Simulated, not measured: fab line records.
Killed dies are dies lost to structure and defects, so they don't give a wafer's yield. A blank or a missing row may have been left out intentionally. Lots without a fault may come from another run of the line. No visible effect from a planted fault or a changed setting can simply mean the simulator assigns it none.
What tool caused it? -- flow rit-cmos -- 14 lots, 42 wafers sampled, at 3 steps of a route of 202

WHAT THE GAUGES SHOWED, per wafer
RIT_NWELL_OVL_MEAS_06.
lot,measured,on,NWELL_OVL (nm)
L624,day 2 17:40,overlay-02,-1.6 -2.3 -1.5
L628,day 3 13:40,overlay-02,-2.8 -2.3 -2.1
L629,day 3 17:37,overlay-01,-0.8 -2.9 -2.5
L630,day 3 23:56,overlay-01,0.5 0.2 0.1
L632,day 4 08:50,overlay-02,-2.6 -1.6 -1.6
L633,day 4 13:14,overlay-02,-1.4 -0.1 0.0
L634,day 4 18:25,overlay-02,-0.8 0.4 -1.7
L636,day 5 04:51,overlay-02,-1.1 -1.6 -0.1
L638,day 5 14:54,overlay-02,0.9 0.6 -0.8
L639,day 5 20:59,overlay-02,-4.9 -3.2 -4.4
L642,day 6 11:53,overlay-01,0.3 -1.8 -1.3
L643,day 6 20:16,overlay-02,0.5 -1.9 -1.2

RIT_GATE_THK_MEAS_09.
lot,measured,on,GATE_POLY_THK (nm)
L624,day 3 09:19,film-metro-01,252.0 250.8 251.0
L628,day 4 04:19,film-metro-04,253.0 251.5 250.3
L629,day 4 08:04,film-metro-03,244.5 243.1 247.7
L630,day 4 14:19,film-metro-04,250.1 248.9 250.0
L632,day 4 23:38,film-metro-04,251.4 251.0 249.3
L633,day 5 04:30,film-metro-01,249.0 248.6 251.2
L634,day 5 11:20,film-metro-01,249.3 252.5 251.6
L636,day 5 20:58,film-metro-03,252.5 251.0 251.6
L638,day 6 07:53,film-metro-03,248.8 248.8 251.6
L639,day 6 11:52,film-metro-04,252.0 250.9 249.6
L642,day 7 07:30,film-metro-01,248.2 249.4 245.4
L643,day 7 12:50,film-metro-04,251.4 253.4 250.6

WHAT TOOL EACH LOT RAN ON (gives the tool, then ch and the chambers of the sampled wafers, and finally the start)
lot,RIT_FOX1_OXIDATION_00
L622,"furnace-01, day 2 01:31"
L623,"furnace-02, day 2 07:22"
L624,"furnace-02 ch 0, day 2 12:38"
L628,"furnace-01 ch 0, day 3 08:54"
L629,"furnace-02 ch 0, day 3 12:40"
L630,"furnace-01 ch 0, day 3 18:32"
L632,"furnace-04 ch 0, day 4 03:57"
L633,"furnace-04 ch 0, day 4 08:31"
L634,"furnace-01 ch 0, day 4 13:38"
L636,"furnace-02 ch 0, day 5 00:14"
L638,"furnace-02 ch 0, day 5 09:39"
L639,"furnace-04 ch 0, day 5 16:02"
L642,"furnace-04 ch 0, day 6 07:08"
L643,"furnace-02 ch 0, day 6 12:56"
- RIT_FOX1_OXIDATION_00: target thk 350.7 nm, ox time 1130 s.

AS READ BY THE TOOLS THEMSELVES (means over the sampled wafers that have a number; for cases with no such wafer, the mark the record gives instead)
RIT_FOX1_OXIDATION_00.
lot,tool,ox-temp-c (C),ox-temp-c-max,spike-tc-load-C (C),spike-tc-source-C (C),zone-power-centre-pct (%)
L622,furnace-01,-,-,-,-,-
L623,furnace-02,-,-,-,-,-
L624,furnace-02,1100.2,1103.0,1132.3,1129,62
L628,furnace-01,1099.8,1102.8,1131.5,1122,55
L629,furnace-02,1099.7,1102.5,1133.0,1129,62
L630,furnace-01,1100.3,1103.4,1131.5,1122,56
L632,furnace-04,1100.0,1103.2,1128.8,1121,53
L633,furnace-04,1100.2,1102.7,1129.0,1121,53
L634,furnace-01,1099.8,1103.1,1131.7,1123,56
L636,furnace-02,1100.6,1104.1,1131.3,1130,62
L638,furnace-02,1099.9,1102.8,1131.9,1129,62
L639,furnace-04,1100.5,1103.4,1128.2,1123,53
L642,furnace-04,1100.1,1102.9,1127.6,1121,53
L643,furnace-02,1100.1,1103.2,1131.5,1129,61

THE ANSWER, worked out from the rows above alone
Rule: the usual values come from the lots themselves. The widest of any qualifying gaps counts: lots, ordered by their means at a reading, are off when they make up no more than a third of the lots, leave a main group of 4 or more, and stand apart from it by 3 or more times the standard deviation of that group's means. Not used: any main group whose means are identical at the precision the tables above print for the reading. Also off: a lot with no number at a reading for which 4 or more lots have one. Where the step has rows for the other lots, those lots are counted as sound. The gauges are gone through in route order, then the tools' own readings, and for those a lot's mean is taken as printed above. At the first step where some lot is off, the reading lying furthest off is the one used; lots without a number count as furthest.
Off: L622, L623, at RIT_FOX1_OXIDATION_00 (ox-temp-c). Without a number there: L622, L623. The main group: mean 1100.1 C, standard deviation 0.27.
If a tool, at that step or one of the process steps before it, ran each lot that is off and ran no sound lot following the first of them, it fits. None of those tried fits.

WHAT THE SIMULATOR PUT IN
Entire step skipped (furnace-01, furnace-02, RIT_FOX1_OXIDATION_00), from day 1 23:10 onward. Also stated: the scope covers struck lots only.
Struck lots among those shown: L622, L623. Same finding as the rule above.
